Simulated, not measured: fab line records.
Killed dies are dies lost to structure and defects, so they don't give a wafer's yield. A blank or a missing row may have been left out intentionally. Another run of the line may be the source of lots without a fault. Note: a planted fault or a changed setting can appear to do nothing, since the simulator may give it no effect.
fab line records + flow rit-cmos + part 2 of 2: steps 44 to 45 of 45
record
- lots=6
- wafers=18
- last-day=7
route steps=202 shown ACTIVE@11 FOX1@20 FOX2@23 NWELL@28 PWELL@39 WELLDRIVE@50 SILICIDE@161 M1@202
lots that met no fault: from a run of the same line without faults
start-h: hours from the record's opening day to when the first of the lot's shown wafers began + wait-h: hours since the lot's step before + " same as the row above + L1.1+2: several wafers, shown together as one row + - no value present, or no start provided + * or withheld: withheld + < > ~ a bound
route shown NAME@n: names a module that has steps shown in the file, with the first one's number in the route + usual: mean/standard deviation taken from wafers without a fault + same: alike in all rows + chamber/n: place in a boat + sites: each site's reading + _std_site: their standard deviation + _edge_site: outer sites' mean less inner sites' + radius-mm: for every site, how far away it sits from the centre of the wafer + mask NAME#n: copy n + behind: the last tool/chamber to shape the wafer + hold: why the lot was held/for how many hours/how that ended + device: names the non-switching transistor (n, p or np) + end of line: tests run on the same wafers once the route is complete + a step without rows: its recipe alone + killed: not the wafer's yield, but the dies lost to structure and defects at the first sort + map: a wafer's dies, marking killed ones x, the rest . and places with no die _
set.NAME: the setting that was run; set.NAME@STEP: the one run at that earlier step + model.NAME: the simulator's own value behind a step, which no gauge read
lots at some steps of the route; a table a step, a row a wafer
services: the hour from which a tool's chamber was out of use, counted from the record's first day as start-h (under 0 if before that day), plus the number of hours and why
## steps
# step RIT_SILICIDE_WET_ETCH_00
# recipe
- chemistry=BOE
- target=SiO2
- target-depth-nm=14
- time-s=15
- dry=n2-spin
- dilution=10:1
- temp-c=21.5
# usual
- temp-c=21.49/0.12
| lot.wafer | tool         | chamber | start-h | wait-h | temp-c | model.SiO2_of_FOX2_OXIDATION_00.thk-nm |
|-----------|--------------|---------|---------|--------|--------|----------------------------------------|
| L146.1    | wet-bench-04 | 2       | 65.87   | 0.1    | 21.73  | 154                                    |
| L146.4    | "            | 2       | "       | "      | 21.66  | 154.3                                  |
| L146.6    | "            | 2       | "       | "      | 21.74  | 154.4                                  |
| L149.2    | wet-bench-03 | 1       | 83.78   | 0.1    | 21.39  | 164.6                                  |
| L149.4    | "            | 1       | "       | "      | 21.44  | 171.8                                  |
| L149.5    | "            | 1       | "       | "      | 21.63  | 162.7                                  |
| L150.1    | wet-bench-04 | 1       | 86.75   | 0.1    | 21.34  | 164.9                                  |
| L150.3    | "            | 1       | "       | "      | 21.49  | 163.7                                  |
| L150.5    | "            | 1       | "       | "      | 21.46  | 159.8                                  |
| L153.2    | wet-bench-04 | 3       | 102.25  | 0.1    | 21.63  | 161.2                                  |
| L153.3    | "            | 3       | "       | "      | 21.47  | 162.2                                  |
| L153.6    | "            | 3       | "       | "      | 21.60  | 159.9                                  |
| L163.1    | wet-bench-03 | 1       | 159.85  | 0.1    | 21.43  | 175.3                                  |
| L163.2    | "            | 1       | "       | "      | 21.51  | 177.3                                  |
| L163.6    | "            | 1       | "       | "      | 21.44  | 182.6                                  |
| L165.2    | wet-bench-04 | 0       | 169.71  | 0.1    | 21.72  | 197.1                                  |
| L165.3    | "            | 0       | "       | "      | 21.56  | 195.6                                  |
| L165.4    | "            | 0       | "       | "      | 21.72  | 192.9                                  |
# step RIT_M1_PROBE_99
# usual
- killed-at-contacts=0.1/0.24
- killed-at-front-end=6.7/2.9
- killed-dies=6.8/2.9
- killed-open=3.5/2
- killed-short=3.2/1.9
# same
- gross-dies=264
- killed_at_M0_to_M3=0
- killed_at_M4_up=0
- killed-at-back-side=0
- killed-at-other=0
| lot.wafer | tool      | chamber | start-h | wait-h | killed-at-contacts | killed-at-front-end | killed-dies | killed-open | killed-short | model.etest.pldd.width-nm | model.etest.nldd.width-nm | model.etest.pwell.rs-ohm-sq | model.etest.field-n.vt-v | model.etest.field-p.vt-v |
|-----------|-----------|---------|---------|--------|--------------------|---------------------|-------------|-------------|--------------|---------------------------|---------------------------|-----------------------------|--------------------------|--------------------------|
| L146.1    | prober-02 | -       | 73.11   | 0.1    | 0                  | 8                   | 8           | 5           | 3            | 3199                      | 3162                      | 418.1                       | 35.34                    | -12.62                   |
| L146.4    | prober-02 | -       | 73.26   | 0.2    | 1                  | 12                  | 13          | 8           | 5            | 3176                      | 3194                      | 416.1                       | 35.16                    | -12.52                   |
| L146.6    | prober-02 | -       | 73.36   | 0.2    | 0                  | 8                   | 8           | 8           | 0            | 3166                      | 3167                      | 419.6                       | 35.25                    | -12.53                   |
| L149.2    | prober-01 | -       | 90.86   | 0.1    | 0                  | 6                   | 6           | 2           | 4            | 3133                      | 3111                      | 421.2                       | 36.72                    | -12.51                   |
| L149.4    | prober-01 | -       | 90.96   | 0.2    | 0                  | 12                  | 12          | 9           | 3            | 3114                      | 3111                      | 412.4                       | 37.69                    | -12.62                   |
| L149.5    | prober-01 | -       | 91.01   | 0.2    | 1                  | 6                   | 7           | 2           | 5            | 3125                      | 3130                      | 418                         | 36.6                     | -12.47                   |
| L150.1    | prober-02 | -       | 93.83   | 0.1    | 0                  | 10                  | 10          | 5           | 5            | 3134                      | 3141                      | 417.2                       | 36.71                    | -12.74                   |
| L150.3    | prober-02 | -       | 93.93   | 0.2    | 0                  | 6                   | 6           | 4           | 2            | 3163                      | 3151                      | 412.5                       | 36.59                    | -12.83                   |
| L150.5    | prober-02 | -       | 94.03   | 0.2    | 0                  | 6                   | 6           | 4           | 2            | 3157                      | 3146                      | 412.3                       | 36.17                    | -12.8                    |
| L153.2    | prober-01 | -       | 109.17  | 0.1    | 0                  | 7                   | 7           | 3           | 4            | 3125                      | 3160                      | 418.8                       | 36.23                    | -12.83                   |
| L153.3    | prober-01 | -       | 109.22  | 0.2    | 0                  | 5                   | 5           | 4           | 1            | 3155                      | 3167                      | 420.7                       | 36.32                    | -12.91                   |
| L153.6    | prober-01 | -       | 109.37  | 0.2    | 0                  | 3                   | 3           | 2           | 1            | 3143                      | 3144                      | 418.6                       | 36.17                    | -12.83                   |
| L163.1    | prober-01 | -       | 166.78  | 0.1    | 1                  | 7                   | 8           | 4           | 4            | 3127                      | 3130                      | 425.9                       | 38.18                    | -13.06                   |
| L163.2    | prober-01 | -       | 166.83  | 0.1    | 0                  | 2                   | 2           | 2           | 0            | 3164                      | 3135                      | 426.5                       | 38.17                    | -13.16                   |
| L163.6    | prober-01 | -       | 167.03  | 0.2    | 0                  | 5                   | 5           | 5           | 0            | 3141                      | 3139                      | 428.4                       | 38.91                    | -13.26                   |
| L165.2    | prober-01 | -       | 176.64  | 0.1    | 0                  | 9                   | 9           | 4           | 4            | 3107                      | 3101                      | 435.3                       | 40.6                     | -13.67                   |
| L165.3    | prober-01 | -       | 176.69  | 0.2    | 0                  | 11                  | 11          | 6           | 5            | 3094                      | 3110                      | 429.8                       | 40.41                    | -13.63                   |
| L165.4    | prober-01 | -       | 176.74  | 0.2    | 0                  | 11                  | 11          | 2           | 7            | 3124                      | 3129                      | 428.4                       | 40.3                     | -13.51                   |
# killed by level:class
L146.1 GATE:geometric-particle:open=3 GATE:geometric-particle:short=2 FOX1:geometric-particle:open=1 REOX:geometric-particle:short=1 SILICIDE:geometric-particle:open=1
L146.4 FOX1:geometric-particle:open=2 GATE:geometric-particle:open=2 GATE:geometric-particle:short=2 FOX2:geometric-particle:open=1 FOX2:geometric-particle:short=1 REOX:geometric-particle:short=1 REOX:geometric-particle:open=1 SILICIDE:geometric-particle:short=1
L146.6 REOX:geometric-particle:open=4 FOX1:geometric-particle:open=2 FOX2:geometric-particle:open=1 GATE:geometric-particle:open=1
L149.2 SPACER:geometric-particle:short=2 FOX1:geometric-particle:short=1 FOX2:geometric-particle:open=1 GATE:geometric-particle:short=1 SPACER:geometric-particle:open=1
L149.4 SPACER:geometric-particle:short=3 SPACER:geometric-particle:open=3 GATE:geometric-particle:open=2 SILICIDE:geometric-particle:open=2 FOX1:geometric-particle:open=1 REOX:geometric-particle:open=1
L149.5 GATE:geometric-particle:short=2 ACTIVE:geometric-particle:short=1 FOX2:geometric-particle:open=1 GATE:geometric-particle:open=1 SPACER:geometric-particle:short=1 CONTACT:geometric-particle:short=1
L150.1 GATE:geometric-particle:short=3 GATE:geometric-particle:open=2 REOX:geometric-particle:open=2 FOX2:geometric-particle:short=1 SPACER:geometric-particle:open=1 SPACER:geometric-particle:short=1
L150.3 FOX1:geometric-particle:short=1 FOX2:geometric-particle:open=1 GATE:geometric-particle:open=1 SPACER:geometric-particle:short=1 SPACER:geometric-particle:open=1 SILICIDE:geometric-particle:open=1
L150.5 GATE:geometric-particle:open=2 FOX1:geometric-particle:short=1 FOX2:geometric-particle:short=1 FOX2:geometric-particle:open=1 SILICIDE:geometric-particle:open=1
L153.2 GATE:geometric-particle:short=3 FOX1:geometric-particle:short=1 FOX1:geometric-particle:open=1 GATE:geometric-particle:open=1 SILICIDE:geometric-particle:open=1
L153.3 SILICIDE:geometric-particle:open=2 FOX2:geometric-particle:open=1 GATE:geometric-particle:open=1 GATE:geometric-particle:short=1
L153.6 GATE:geometric-particle:open=2 SILICIDE:geometric-particle:short=1
L163.1 GATE:geometric-particle:open=2 FOX1:geometric-particle:short=1 FOX2:geometric-particle:short=1 REOX:geometric-particle:short=1 SPACER:geometric-particle:open=1 SPACER:geometric-particle:short=1 CONTACT:geometric-particle:open=1
L163.2 FOX2:geometric-particle:open=1 SPACER:geometric-particle:open=1
L163.6 SPACER:geometric-particle:open=3 GATE:geometric-particle:open=1 SILICIDE:geometric-particle:open=1
L165.2 GATE:geometric-particle:open=2 FOX1:geometric-particle:open=1 FOX1:geometric-particle:short=1 FOX2:geometric-particle:open=1 GATE:geometric-particle:short=1 REOX:geometric-particle:short=1 SPACER:geometric-particle:short=1 PLDD:coat-microbubble-printed=1
L165.3 SILICIDE:geometric-particle:open=3 SILICIDE:geometric-particle:short=3 GATE:geometric-particle:short=2 GATE:geometric-particle:open=2 FOX1:geometric-particle:open=1
L165.4 FOX1:geometric-particle:short=2 REOX:geometric-particle:short=2 ACTIVE:coat-microbubble-printed=2 GATE:geometric-particle:short=1 GATE:geometric-particle:open=1 SPACER:geometric-particle:short=1 SILICIDE:geometric-particle:short=1 SILICIDE:geometric-particle:open=1
## services
| tool            | chamber | start-h | hours | kind       |
|-----------------|---------|---------|-------|------------|
| wet-bench-04    | -       | 10.19   | 8.9   | repair     |
| furnace-03      | -       | 14.37   | 2.7   | pm         |
| rie-diel-02     | 3       | 14.93   | 2.7   | repair     |
| rie-diel-04     | 0       | 18.60   | 19.5  | repair     |
| rie-diel-01     | 1       | 22.43   | 3.9   | repair     |
| plasma-asher-02 | -       | 32.06   | 0.5   | repair     |
| rie-diel-01     | 1       | 40.32   | 3.1   | repair     |
| rie-diel-01     | 0       | 41.66   | 2.5   | repair     |
| rie-diel-02     | 1       | 52.51   | 3.5   | repair     |
| plasma-asher-01 | -       | 65.01   | 13.4  | repair     |
| furnace-01      | -       | 74.34   | 3.8   | pm         |
| wet-bench-04    | -       | 104.65  | 1.1   | repair     |
| plasma-asher-01 | -       | 108.75  | 9.0   | pm         |
| plasma-asher-01 | 0       | 108.75  | 9.0   | vent-cycle |
| plasma-asher-01 | 1       | 108.75  | 9.0   | vent-cycle |
| furnace-04      | -       | 111.62  | 3.5   | pm         |
| plasma-asher-01 | 0       | 117.75  | -     | clean      |
| plasma-asher-01 | -       | 119.94  | 4.3   | repair     |
| rie-diel-02     | 1       | 123.41  | 11.2  | repair     |
| rie-diel-04     | 3       | 123.55  | 3.6   | repair     |
| rie-diel-02     | 2       | 140.90  | 3.3   | repair     |
| rie-diel-02     | 3       | 156.87  | 7.2   | repair     |
| furnace-01      | -       | 163.44  | 2.8   | pm         |
| wet-bench-03    | -       | 163.57  | 3.1   | repair     |
## key
first-sign
- step=RIT_FOX2_OXIDATION_00
- reading=tube-center-temp-C
- direction=up
- sigmas=99+
- usual=*
- struck=*
effect
- step=RIT_FOX2_OXIDATION_00
- reading=tube_center_temp_C_max
- direction=up
- sigmas=34
- usual=*
- struck=*
effect
- step=RIT_FOX2_THK_MEAS_01
- reading=FOX2_OXIDE_THK
- direction=up
- sigmas=3.6
- usual=358
- struck=387
effect
- step=RIT_FOX2_THK_MEAS_90
- reading=FIELD_OXIDE_LEFT_1_THK
- direction=up
- sigmas=3.6
- usual=331
- struck=360
effect
- step=RIT_FOX2_THK_MEAS_91
- reading=FIELD_OXIDE_LEFT_2_THK
- direction=up
- sigmas=3.6
- usual=263
- struck=292
model-effect
- step=RIT_FOX2_OXIDATION_00
- value=SiO2_of_FOX2_OXIDATION_00.thk-nm
- without=363.3
- struck=387
model-effect
- step=RIT_SILICIDE_WET_ETCH_00
- value=SiO2_of_FOX2_OXIDATION_00.thk-nm
- without=163
- struck=186.8
model-effect
- step=RIT_M1_PROBE_99
- value=etest.pldd.width-nm
- without=3158
- struck=3126
met-at RIT_FOX2_OXIDATION_00
struck-wafers L163.1,L163.2,L163.6,L165.2,L165.3,L165.4
tester-left-out L163,L165
onset-between 48.60 119.95
fault
- kind=process-parameter-drift
- tool=furnace-03
- chamber=-
- onset-h=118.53
- steps=RIT_FOX2_OXIDATION_00
- channel=temp-c
- offset=*
- shape=step
- end-h=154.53
- acts-in=*
- stated=*
# tester-left-out: of these lots the tester's yield and bins aren't shown, on N5 and GAA mostly nor the transistor test; their killed dies are dies lost to structure and defects alone, not to doping, threshold or leakage, so they don't give the yield
